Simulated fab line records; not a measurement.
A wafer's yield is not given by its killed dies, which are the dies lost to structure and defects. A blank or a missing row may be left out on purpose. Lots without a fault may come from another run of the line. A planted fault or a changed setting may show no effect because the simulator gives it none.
Problem report, 8D (eight disciplines) form, completed by code | flow berkeley-cmos170 | the parts of the form that need people (team, actions taken, sign-off) are left out

## 1. THE ISSUE
heater-power-total-W at UCB170_PWELL_PEB_11 reads a mean of 59.73 W on 6 wafers of 2 lots; wafers without a fault read 56.80 W with a standard deviation of 0.047. That is +62 standard deviations from the usual mean.
The first sign was on wafer L413.1 at day 7 11:57, on litho-track-03. The record has a number at this step for 42 wafers belonging to 14 lots. By rule, "out" or "out of limits" means more than 4 standard deviations away from the usual mean. The other wafers with a number count as sound.

## 2. WHAT IT IS; WHAT IT IS NOT
question                    | is                     | is not
which readings at this step | heater-power-total-W   | -
which lots                  | L413, L414             | L394, L395, L396, L397, L398, L400, L401, L402, L403, L405, L407, L416
which wafers of those lots  | all that have a number | -
read on which tools         | litho-track-03         | litho-track-01, litho-track-04
when                        | from day 7 11:57       | up to then (33 sound wafers); but 3 sound wafers of L416 came after

## 3. WHAT RULES OUT EACH SUSPECT
Counting: a tool at a process step up to the reading stays a suspect if it ran every lot that is out and no sound lot after the first of them.
- litho-track-03 at UCB170_PWELL_PEB_11: kept. All lots that are out passed through it, beginning with L413 at day 7 11:57, and no sound lot followed; its final sound lot before that point was L407 at day 6 11:01. On those wafers its own readings are out: heater-power-total-W.
Remaining after the count: litho-track-03 at UCB170_PWELL_PEB_11.

## 4. THE CAUSE (what the simulator had put in)
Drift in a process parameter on litho-track-03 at UCB170_PWELL_PEB_11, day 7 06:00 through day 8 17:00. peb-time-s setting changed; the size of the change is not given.
The count eliminated every tool but this one.

## 5. THE CHAIN OF EFFECTS, in route order
Each row: a reading whose mean over the struck wafers that have a number lies more than 3 standard deviations from the usual. Only readings for which the record gives a usual standard deviation are gone through. hours: the time from each lot's start at the first step in this table that gives one to its start at this step, as a median over the lots. sigmas: the change in usual standard deviations.
hours | step                | reading              | usual   | on struck wafers | change | sigmas
0     | UCB170_PWELL_PEB_11 | heater-power-total-W | 56.80 W | 59.73            | +2.93  | +62
Process steps it contains:
- UCB170_PWELL_PEB_11
Readings that are blank on the struck wafers while sound wafers have them: plate-temp-C at UCB170_PWELL_PEB_11.
Later steps that measure or inspect, where all struck wafers having a row at the step show a number for every such reading and not one has moved that far: UCB170_PWELL_OVL_MEAS_13, UCB170_NLDD_OVL_MEAS_07.

## 6. HOW IT WOULD HAVE BEEN CAUGHT EARLIER
In this record no reading fell out of limits until day 7 11:57, 6 hours after the fault had begun at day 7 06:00.
